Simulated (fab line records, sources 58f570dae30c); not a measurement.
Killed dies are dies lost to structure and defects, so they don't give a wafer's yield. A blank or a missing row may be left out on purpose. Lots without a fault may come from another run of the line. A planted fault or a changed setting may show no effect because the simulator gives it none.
fab line records | flow berkeley_cmos170
record lots=14 wafers=42 last_day=14
route steps=331 shown PWELL@48 ACTIVE@75 PLDD@154 SPACER@174
lots that met no fault: from a run of the same line without faults
start_h: hours from the record's first day to the start of the lot's first wafer shown | wait_h: hours since the lot's step before | " the same as in the row above | L1.1+2: a row that stands for several wafers | - no value, or no start given | * or withheld: withheld | < > ~ a bound
route shown NAME@n: a module of which the file shows steps, and the number in the route of the first | usual: mean/standard deviation of fault-free wafers | same: alike in all rows | chamber/n: place in a boat | sites: the reading at each site | _std_site: their standard deviation | _edge_site: outer sites' mean less inner sites' | radius_mm: how far each site lies from the wafer's centre | mask NAME#n: copy n | behind: the tool/chamber that last shaped the wafer | hold: why the lot was held/for how many hours/how that ended | device: the transistor (n, p or np) that didn't switch | end of line: the same wafers' tests at the end of the route | a step without rows: its recipe alone | killed: dies lost to structure and defects at the first sort, not the wafer's yield | map: a wafer's dies, x killed, . not, _ none there
set.NAME: the setting as run; set.NAME@STEP: as run at that earlier step | model.NAME: the simulator's own value behind a step, which no gauge read
steps of the route over a sample of lots; a table a step, a row a wafer
services: from which hour (start_h, from the record's first day; less than 0 if before it) a tool's chamber was out of use, for how many hours, and why
## steps
# step UCB170_PWELL_ETCH_14
# recipe chemistry=CH3F/Ar/O2 target=Si3N4 stop_on=SiO2 CH3F_flow_sccm=20 Ar_flow_sccm=50 O2_flow_sccm=7 pressure_mtorr=50 rf_w=450 target_depth_a=2420 over_etch_frac=0.1 time_s=151
# usual drypump_motor_current_A=5.4/0.37 oes_product_au=0.945/0.014 throttle_valve_pct=8.09/0.099
# columns lot.wafer tool chamber start_h wait_h drypump_motor_current_A oes_product_au rf_hours_counter_h throttle_valve_pct
L456.1 rie_diel-02 2 57.51 0.0 4.9 0.931 66 8.13
L456.2 " 1 " " 5.4 0.957 89 7.97
L456.3 " 0 " " 5.2 0.957 87 8.01
L459.1 rie_diel-02 2 74.38 0.0 4.9 0.925 68 8.15
L459.2 " 3 " " 5.3 0.918 75 8.30
L459.4 " 0 " " 5.2 0.937 88 8.00
L463.2 rie_diel-03 3 90.55 0.0 5.0 0.958 15 8.06
L463.4 " 1 " " 6.0 0.940 159 8.04
L463.5 " 2 " " 5.2 0.959 - 8.27
L462.4 rie_diel-01 0 90.82 0.0 5.7 0.955 73 8.01
L462.5 " 2 " " 5.2 0.961 - 8.07
L462.6 " 3 " " 6.0 0.948 - 8.14
L466.2 rie_diel-01 0 102.70 0.0 5.7 0.944 74 8.00
L466.3 " 3 " " 6.0 0.946 42 8.15
L466.5 " 0 " " 5.7 0.947 - 8.00
L469.1 rie_diel-01 1 121.10 0.0 5.2 0.936 39 8.02
L469.4 " 0 " " 5.7 0.954 74 8.00
L469.6 " 3 " " 6.0 0.955 - 8.15
L471.1 rie_diel-02 3 133.62 0.0 5.3 0.916 78 8.28
L471.2 " 0 " " 5.3 0.960 90 8.03
L471.3 " 1 " " 5.4 0.956 93 7.98
L472.1 rie_diel-03 0 133.69 0.0 6.1 0.954 45 8.05
L472.5 " 3 " " 5.0 0.966 - 8.07
L472.6 " 2 " " 5.2 0.952 - 8.29
L473.1 rie_diel-01 1 150.63 0.0 5.2 0.934 40 8.01
L473.4 " 2 " " 5.1 0.970 30 8.05
L473.6 " 1 " " 5.2 0.928 - 8.01
L475.1 rie_diel-01 0 166.48 0.0 5.7 0.933 76 7.99
L475.4 " 1 " " 5.2 0.932 41 8.01
L475.5 " 2 " " 5.2 0.969 - 8.05
L477.2 rie_diel-01 3 178.40 0.0 6.0 0.951 45 8.12
L477.4 " 2 " " 5.2 0.956 31 8.07
L477.6 " 1 " " 5.2 0.940 - 8.03
L476.1 rie_diel-02 2 178.52 0.0 4.9 0.938 72 8.14
L476.2 " 0 " " 5.3 0.956 92 8.01
L476.3 " 1 " " 5.3 0.969 94 7.99
L478.3 rie_diel-02 1 191.40 0.0 5.4 0.962 95 7.97
L478.5 " 2 " " 4.9 0.934 - 8.12
L478.6 " 1 " " 5.4 0.970 - 7.98
L479.1 rie_diel-01 1 191.68 0.0 5.2 0.930 42 8.02
L479.2 " 2 " " 5.2 0.968 31 8.04
L479.4 " 3 " " 6.0 0.953 46 8.12
# step UCB170_ACTIVE_ETCH_15
# recipe chemistry=CH3F/Ar/O2 target=Si3N4 stop_on=SiO2 CH3F_flow_sccm=20 Ar_flow_sccm=50 O2_flow_sccm=7 pressure_mtorr=50 rf_w=450 target_depth_a=2420 over_etch_frac=0.1 time_s=151
# usual drypump_motor_current_A=5.6/0.45 oes_product_au=0.941/0.014 throttle_valve_pct=8.07/0.087
# columns lot.wafer tool chamber start_h wait_h drypump_motor_current_A oes_product_au rf_hours_counter_h throttle_valve_pct
L456.1 rie_diel-04 1 85.85 0.0 6.1 0.918 13 8.13
L456.2 " 2 " " 5.8 0.944 10 8.02
L456.3 " 3 " " 6.4 0.945 149 8.02
L459.1 rie_diel-01 1 108.10 0.0 5.2 0.935 39 8.01
L459.2 " 2 " " 5.2 0.954 28 8.07
L459.4 " 3 " " 6.0 0.946 42 8.13
L463.2 rie_diel-02 2 124.96 0.0 4.9 0.926 70 8.15
L463.4 " 3 " " 5.3 0.916 77 8.28
L463.5 " 3 " " 5.3 0.924 - 8.29
L462.4 rie_diel-01 0 125.24 0.0 5.6 0.945 74 8.01
L462.5 " 0 " " 5.7 0.939 - 8.00
L462.6 " 1 " " 5.2 0.937 - 8.01
L466.2 rie_diel-01 1 147.60 0.0 5.2 0.936 40 8.00
L466.3 " 0 " " 5.7 0.945 75 7.98
L466.5 " 2 " " 5.2 0.961 - 8.06
L469.1 rie_diel-02 1 168.36 0.0 5.4 0.953 94 7.98
L469.4 " 3 " " 5.3 0.912 79 8.30
L469.6 " 0 " " 5.2 0.949 - 8.00
L472.1 rie_diel-01 1 181.20 0.0 5.2 0.931 42 8.03
L472.5 " 0 " " 5.7 0.935 - 8.01
L472.6 " 3 " " 6.0 0.952 - 8.12
L471.1 rie_diel-04 0 181.74 0.0 6.0 0.968 39 8.15
L471.2 " 2 " " 5.8 0.951 13 8.03
L471.3 " 1 " " 6.1 0.924 16 8.13
L473.1 rie_diel-02 0 199.72 0.0 5.2 0.943 92 8.02
L473.4 " 3 " " 5.3 0.921 80 8.29
L473.6 " 0 " " 5.2 0.948 - 8.02
L475.1 rie_diel-04 1 211.34 0.0 6.1 0.920 16 8.13
L475.4 " 1 " " 6.1 0.916 - 8.12
L475.5 " 0 " " 6.0 0.954 - 8.15
L476.1 rie_diel-02 1 224.42 0.0 5.3 0.966 95 7.98
L476.2 " 2 " " 4.9 0.926 73 8.15
L476.3 " 0 " " 5.2 0.953 93 8.01
L477.2 rie_diel-01 1 224.94 0.0 5.2 0.928 43 8.02
L477.4 " 2 " " 5.2 0.963 32 8.07
L477.6 " 2 " " 5.2 0.961 - 8.07
L479.1 rie_diel-04 2 241.13 0.0 5.8 0.940 14 8.03
L479.2 " 3 " " 6.5 0.930 2 8.00
L479.4 " 1 " " 6.1 0.914 17 8.13
L478.3 rie_diel-01 3 241.38 0.0 6.0 0.955 48 8.16
L478.5 " 1 " " 5.2 0.933 - 8.01
L478.6 " 2 " " 5.2 0.964 - 8.05
# step UCB170_PLDD_IMPLANT_09
# recipe species=BF2 dose_cm2=5e+13 energy_kev=10 tilt_deg=7 rotation_deg=180
# usual beam_on_s=10.03/0.2 dose_ions_cm2=4.999e+13/6.3e+10 faraday_current_uA=158/3.1
# columns lot.wafer tool chamber start_h wait_h beam_on_s dose_ions_cm2 faraday_current_uA
L456.1 implanter-04 0 157.11 0.1 9.97 5.005e+13 159
L456.2 " 0 " " 9.79 4.998e+13 162
L456.3 " 0 " " 9.66 4.999e+13 165
L459.1 implanter-04 0 192.44 0.1 10.40 3.896e+13 119
L459.2 " 0 " " 9.93 3.891e+13 125
L459.4 " 0 " " 10.27 3.913e+13 120
L463.2 implanter-02 0 210.31 0.1 10.03 5.004e+13 158
L463.4 " 0 " " 10.13 5.008e+13 156
L463.5 " 0 " " 10.16 5.01e+13 157
L462.4 implanter-04 0 210.63 0.1 10.18 3.904e+13 121
L462.5 " 0 " " 9.92 3.901e+13 125
L462.6 " 0 " " 10.03 3.904e+13 123
L466.2 implanter-02 0 229.02 0.1 10.05 4.994e+13 157
L466.3 " 0 " " 10.18 5.005e+13 156
L466.5 " 0 " " 10.29 5e+13 154
L469.1 implanter-02 0 248.61 0.1 9.99 5.005e+13 159
L469.4 " 0 " " 9.88 4.996e+13 160
L469.6 " 0 " " 10.13 4.999e+13 157
L471.1 implanter-02 0 261.96 0.1 10.32 5e+13 154
L471.2 " 0 " " 9.89 4.999e+13 160
L471.3 " 0 " " 10.07 4.988e+13 158
L472.1 implanter-03 0 262.23 0.1 10.00 5.011e+13 158
L472.5 " 0 " " 9.74 4.999e+13 163
L472.6 " 0 " " 10.03 5.009e+13 158
L473.1 implanter-04 0 277.85 0.1 9.75 5.001e+13 163
L473.4 " 0 " " 9.65 4.991e+13 163
L473.6 " 0 " " 10.19 4.988e+13 155
L475.1 implanter-03 0 288.35 0.1 10.16 4.999e+13 156
L475.4 " 0 " " 10.10 4.995e+13 157
L475.5 " 0 " " 10.22 4.997e+13 155
L476.1 implanter-03 0 300.44 0.1 9.90 4.996e+13 159
L476.2 " 0 " " 9.76 4.999e+13 162
L476.3 " 0 " " 9.91 4.985e+13 160
L477.2 implanter-04 0 300.57 0.1 10.21 4.998e+13 155
L477.4 " 0 " " 10.29 4.996e+13 154
L477.6 " 0 " " 10.21 4.995e+13 156
L479.1 implanter-03 0 305.83 0.1 10.32 5.001e+13 153
L479.2 " 0 " " 9.89 5.003e+13 161
L479.4 " 0 " " 9.99 5.005e+13 158
L478.3 implanter-04 0 306.15 0.1 10.27 4.996e+13 154
L478.5 " 0 " " 10.18 4.989e+13 155
L478.6 " 0 " " 10.14 4.999e+13 157
# step UCB170_PLDD_TW_MEAS_11
# usual PLDD_TW=1000/6.7
# columns lot.wafer tool chamber start_h wait_h PLDD_TW
L456.1 film_metro-02 - 157.36 0.1 991
L456.2 " - " " 997
L456.3 " - " " 995
L459.1 film_metro-03 - 192.69 0.1 957
L459.2 " - " " 965
L459.4 " - " " 954
L463.2 film_metro-01 - 210.54 0.1 990
L463.4 " - " " 999
L463.5 " - " " 998
L462.4 film_metro-03 - 210.84 0.1 960
L462.5 " - " " 960
L462.6 " - " " 959
L466.2 film_metro-01 - 229.25 0.1 1003
L466.3 " - " " 999
L466.5 " - " " 1003
L469.1 film_metro-03 - 248.86 0.1 999
L469.4 " - " " 999
L469.6 " - " " 998
L471.1 film_metro-01 - 262.21 0.1 1012
L471.2 " - " " 1004
L471.3 " - " " 1006
L472.1 film_metro-02 - 262.48 0.1 1007
L472.5 " - " " 1008
L472.6 " - " " 1007
L473.1 film_metro-02 - 278.10 0.1 1003
L473.4 " - " " 999
L473.6 " - " " 998
L475.1 film_metro-02 - 288.60 0.1 1008
L475.4 " - " " 1007
L475.5 " - " " 1013
L476.1 film_metro-01 - 300.69 0.1 990
L476.2 " - " " 989
L476.3 " - " " 990
L477.2 film_metro-02 - 300.81 0.1 1002
L477.4 " - " " 1006
L477.6 " - " " 1003
L479.1 film_metro-01 - 306.08 0.1 991
L479.2 " - " " 989
L479.4 " - " " 988
L478.3 film_metro-02 - 306.37 0.1 1007
L478.5 " - " " 1009
L478.6 " - " " 1009
# step UCB170_SPACER_ETCHBACK_03
# recipe stop_on=Si target=SiO2 chemistry=CHF3/CF4/Ar CHF3_flow_sccm=50 cf4_flow_sccm=10 Ar_flow_sccm=120 pressure_mtorr=200 rf_w=500 target_depth_a=3760 time_s=100
# usual drypump_motor_current_A=5.7/0.48 oes_product_au=0.900/0.015 throttle_valve_pct=6.51/0.077
# columns lot.wafer tool chamber start_h wait_h drypump_motor_current_A oes_product_au rf_hours_counter_h throttle_valve_pct
L456.1 rie_diel-04 1 170.90 0.0 6.1 0.878 15 6.55
L456.2 " 0 " " 6.0 0.908 38 6.55
L456.3 " 2 " " 5.8 0.899 13 6.45
L459.1 rie_diel-03 2 203.46 0.1 5.2 0.891 118 6.65
L459.2 " 0 " " 6.1 0.888 48 6.46
L459.4 " 3 " " 5.0 0.904 19 6.49
L463.2 rie_diel-03 1 220.98 0.0 6.0 0.897 3 6.44
L463.4 " 2 " " 5.2 0.925 119 6.64
L463.5 " 1 " " 6.0 0.906 - 6.43
L462.4 rie_diel-04 1 221.02 0.0 6.0 0.900 - 6.57
L462.5 " 2 " " 5.7 0.916 - 6.44
L462.6 " 0 " " 6.0 0.926 - 6.54
L466.2 rie_diel-02 3 242.33 0.0 5.3 0.884 81 6.71
L466.3 " 0 " " 5.3 0.906 93 6.41
L466.5 " 1 " " 5.4 0.933 - 6.38
L469.1 rie_diel-03 0 263.48 0.0 6.1 0.903 50 6.49
L469.4 " 3 " " 5.0 0.914 21 6.49
L469.6 " 0 " " 6.1 0.902 - 6.49
L471.1 rie_diel-04 0 270.96 0.0 6.0 0.895 42 6.55
L471.2 " 2 " " 5.8 0.895 15 6.45
L471.3 " 3 " " 6.4 0.879 3 6.46
L472.1 rie_diel-03 3 270.96 0.0 5.0 0.894 21 6.50
L472.5 " 3 " " 5.0 0.886 - 6.48
L472.6 " 0 " " 6.1 0.911 - 6.49
L473.1 rie_diel-04 3 287.83 0.0 6.4 0.900 4 6.46
L473.4 " 1 " " 6.1 0.884 19 6.55
L473.6 " 1 " " 6.1 0.881 - 6.56
L475.1 rie_diel-03 2 297.02 0.0 5.2 0.901 122 6.65
L475.4 " 0 " " 6.1 0.910 52 6.49
L475.5 " 3 " " 5.0 0.887 - 6.49
L476.1 rie_diel-04 0 309.97 0.0 6.0 0.918 44 6.54
L476.2 " 1 " " 6.1 0.879 19 6.54
L476.3 " 3 " " 6.4 0.884 5 6.44
L477.2 rie_diel-02 3 309.97 0.0 5.3 0.882 84 6.68
L477.4 " 0 " " 5.3 0.927 96 6.43
L477.6 " 1 " " 5.4 0.918 - 6.39
L479.1 rie_diel-03 1 309.97 0.0 6.0 0.893 7 6.44
L479.2 " 2 " " 5.2 0.889 123 6.64
L479.4 " 0 " " 6.1 0.891 52 6.48
L478.3 rie_diel-03 0 314.52 0.0 6.1 0.909 52 6.48
L478.5 " 0 " " 6.1 0.906 - 6.48
L478.6 " 1 " " 6.1 0.900 - 6.44
# step UCB170_SDANNEAL_RS_MEAS_04
# recipe thk_meas_gauge=four-point-probe
# usual PLDD_RS=1032.0/2.8
# columns lot.wafer tool chamber start_h wait_h PLDD_RS[ohm/sq]
L456.1 film_metro-02 - 176.05 0.1 1034.7
L456.2 " - " " 1033.3
L456.3 " - " " 1034.0
L459.1 film_metro-01 - 212.79 0.1 1129.3
L459.2 " - " " 1128.1
L459.4 " - " " 1129.5
L463.2 film_metro-01 - 228.01 0.1 1033.0
L463.4 " - " " 1032.0
L463.5 " - " " 1033.5
L462.4 film_metro-02 - 228.51 0.1 1131.7
L462.5 " - " " 1132.1
L462.6 " - " " 1131.5
L466.2 film_metro-02 - 247.13 0.1 1029.6
L466.3 " - " " 1034.0
L466.5 " - " " 1026.1
L469.1 film_metro-03 - 272.58 0.1 1033.9
L469.4 " - " " 1033.8
L469.6 " - " " 1031.6
L471.1 film_metro-01 - 277.87 0.1 1027.9
L471.2 " - " " 1028.7
L471.3 " - " " 1031.4
L472.1 film_metro-02 - 278.53 0.1 1033.0
L472.5 " - " " 1031.4
L472.6 " - " " 1032.6
L473.1 film_metro-03 - 292.72 0.1 1031.3
L473.4 " - " " 1032.1
L473.6 " - " " 1030.9
L475.1 film_metro-02 - 303.34 0.1 1027.8
L475.4 " - " " 1028.4
L475.5 " - " " 1027.1
L476.1 film_metro-03 - 317.89 0.1 1035.4
L476.2 " - " " 1035.9
L476.3 " - " " 1033.9
L477.2 film_metro-01 - 317.91 0.1 1032.5
L477.4 " - " " 1034.6
L477.6 " - " " 1029.7
L479.1 film_metro-03 - 318.37 0.1 1037.4
L479.2 " - " " 1036.5
L479.4 " - " " 1036.5
L478.3 film_metro-01 - 322.20 0.1 1030.5
L478.5 " - " " 1027.5
L478.6 " - " " 1028.2
## services
# columns tool chamber start_h hours kind
implanter-03 - 41.12 5.8 repair
implanter-02 - 53.91 3.0 repair
implanter-02 - 55.96 0.6 repair
rie_diel-04 1 67.58 8.9 repair
implanter-03 - 67.67 5.4 pm
implanter-02 - 77.59 3.2 pm
rie_diel-03 0 90.63 6.9 repair
implanter-04 - 92.13 3.4 pm
implanter-02 - 116.57 2.0 repair
rie_diel-04 - 156.94 1.5 repair
rie_diel-02 2 159.26 2.9 repair
implanter-04 - 164.19 4.2 repair
rie_diel-03 0 187.79 5.3 repair
implanter-04 - 194.99 3.7 repair
rie_diel-04 2 197.14 20.8 repair
implanter-02 - 206.44 1.6 repair
rie_diel-02 - 206.82 14.6 pm
implanter-03 - 209.74 0.8 repair
rie_diel-04 3 218.97 2.4 repair
rie_diel-03 3 225.83 2.9 repair
rie_diel-03 3 250.24 4.5 repair
rie_diel-04 1 254.35 9.1 repair
rie_diel-02 - 269.25 1.1 repair
rie_diel-02 - 275.05 2.8 pm
## key
first_sign step=UCB170_PLDD_IMPLANT_09 reading=dose_ions_cm2 direction=down sigmas=99+ usual=4.999e+13 struck=3.902e+13
effect step=UCB170_PLDD_IMPLANT_09 reading=faraday_current_uA direction=down sigmas=11 usual=158 struck=122
effect step=UCB170_PLDD_TW_MEAS_11 reading=PLDD_TW direction=down sigmas=6.1 usual=1000 struck=959
effect step=UCB170_SDANNEAL_RS_MEAS_04 reading=PLDD_RS direction=up sigmas=34 usual=1032.0 struck=1130.4
met_at UCB170_PLDD_IMPLANT_09
struck_lots L459,L462
tester_left_out L459,L462
not_acting_at UCB170_PWELL_ETCH_14,UCB170_ACTIVE_ETCH_15,UCB170_SPACER_ETCHBACK_03
onset_between 157.11 192.44
fault kind=process_parameter_drift tool=implanter-04 chamber=- onset_h=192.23 steps=UCB170_PLDD_IMPLANT_09 channel=dose_cm2 offset=-1.1e+13 shape=step end_h=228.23 acts_in=these_recipes_only stated=5e+13
# tester_left_out: of these lots the tester's yield and bins aren't shown, on N5 and GAA mostly nor the transistor test; their killed dies are dies lost to structure and defects alone, not to doping, threshold or leakage, so they don't give the yield
